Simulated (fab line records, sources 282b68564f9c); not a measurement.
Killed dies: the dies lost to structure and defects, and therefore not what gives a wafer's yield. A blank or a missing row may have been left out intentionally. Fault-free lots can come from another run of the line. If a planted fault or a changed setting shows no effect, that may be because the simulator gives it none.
A lot that was struck, set against a sound lot -- flow ritCmos -- 26 steps out of a route of 202
Sound: wafers L185.2, L185.4, L185.6. Wafers L172.2, L172.3, L172.4 were the ones struck. The cause comes at the end.
At each step with rows: each side's tool, then ch and its chambers, then its first start. Under that, the readings that differ: sound wafers -- struck wafers -- difference of the means -- sigmas: that difference in standard deviations of wafers without a fault.
alike: readings whose means differ by less than 2 such deviations, and words and numbers that are the same on both sides. not compared: withheld readings, readings that some wafer has no value for, bounds like >300 that may hide the same value, and numbers for which the record gives no deviation and whose values overlap.
Wherever a step has rows on one side only, a row that says differs or no value, or a row with sigmas, the two part there. Numbers that don't overlap but have no deviation are shown without sigmas and don't part them. Lack of a reading on every wafer of one side parts them only where that side has two or more wafers.

first, 1 step without rows for these wafers: RIT_WELLDRIVE_ANNEAL_00 (time 14700 s).
RIT_WELLDRIVE_RS_MEAS_01: uses a four-point probe to measure.
  sound on filmMetro-01 at day 6 08:31; struck on filmMetro-04 at day 3 18:38
  alike: NWELL_RS
RIT_WELLDRIVE_RS_MEAS_02: uses a four-point probe to measure.
  sound on filmMetro-01 at day 6 08:38; struck on filmMetro-04 at day 3 18:46
  alike: PWELL_RS
then, 6 steps without rows for these wafers: RIT_NRETRO_HMDS_00 (prime time 60 s); RIT_NRETRO_COAT_01 (resist thk 1300 nm); RIT_NRETRO_SOFTBAKE_02 (time 60 s); RIT_NRETRO_EXPOSE_03 (exposes mask M4, target cd 43900 nm); RIT_NRETRO_PEB_04; RIT_NRETRO_DEVELOP_05 (develop time 68 s).
RIT_NRETRO_OVL_MEAS_06:
  sound on overlay-01 at day 6 09:37; struck on overlay-02 at day 3 19:52
  alike: NRETRO_OVL
then, 2 steps without rows for these wafers: RIT_NRETRO_HARDBAKE_07 (time 120 s); RIT_NRETRO_IMPLANT_08.
RIT_NRETRO_STRIP_09: strips in O2, time 180 s.
  sound on plasmaAsher-04 ch 0,1, day 6 10:03; struck on plasmaAsher-04 ch 0,1, day 3 20:18
  no value came back on the struck wafers for chamberPressureMTorr (mTorr), drypumpMotorCurrentA (A), rfReflPowerW (W); on the sound wafers chamberPressureMTorr (mTorr) reads 4002 3994 4003
reading,sound,struck,difference,sigmas
model.NOVOLAK_of_NRETRO_COAT_01.thkNm (nm),0 0 0,1139 1139 1140,+1139,
  not compared: rfHoursCounterH
RIT_NRETRO_TW_MEAS_10:
  sound on filmMetro-01 at day 6 10:14; struck on filmMetro-02 at day 3 20:29
reading,sound,struck,difference,sigmas
NRETRO_TW,1061 1057 1057,1040 1037 1038,-20,-2
then, 6 steps without rows for these wafers: RIT_PRETRO_HMDS_00 (prime time 60 s); RIT_PRETRO_COAT_01 (resist thk 1300 nm); RIT_PRETRO_SOFTBAKE_02 (time 60 s); RIT_PRETRO_EXPOSE_03 (exposes mask M5, target cd 43700 nm); RIT_PRETRO_PEB_04; RIT_PRETRO_DEVELOP_05 (develop time 68 s).
RIT_PRETRO_OVL_MEAS_06:
  sound on overlay-02 at day 6 11:28; struck on overlay-02 at day 3 21:40
  alike: PRETRO_OVL
then, 2 steps without rows for these wafers: RIT_PRETRO_HARDBAKE_07 (time 120 s); RIT_PRETRO_IMPLANT_08.
RIT_PRETRO_STRIP_09: strips in O2, time 180 s.
  sound on plasmaAsher-01 ch 0,1, day 6 11:54; struck on plasmaAsher-02 ch 0,1, day 3 22:06
  alike: chamberPressureMTorr, drypumpMotorCurrentA, rfReflPowerW
  not compared: rfHoursCounterH
RIT_PRETRO_TW_MEAS_10:
  sound on filmMetro-04 at day 6 12:05; struck on filmMetro-04 at day 3 22:17
reading,sound,struck,difference,sigmas
PRETRO_TW,477 479 475,30 30 30,-447,-99 or more
then, 1 step without rows for these wafers: RIT_GATE_WET_ETCH_00 (etches SiO2 in BOE, target depth 56 nm, time 60 s).

## WHERE THEY PART
Last at RIT_PRETRO_TW_MEAS_10 as far as this record goes, first at RIT_NRETRO_STRIP_09.

WHY: the cause the simulator had injected
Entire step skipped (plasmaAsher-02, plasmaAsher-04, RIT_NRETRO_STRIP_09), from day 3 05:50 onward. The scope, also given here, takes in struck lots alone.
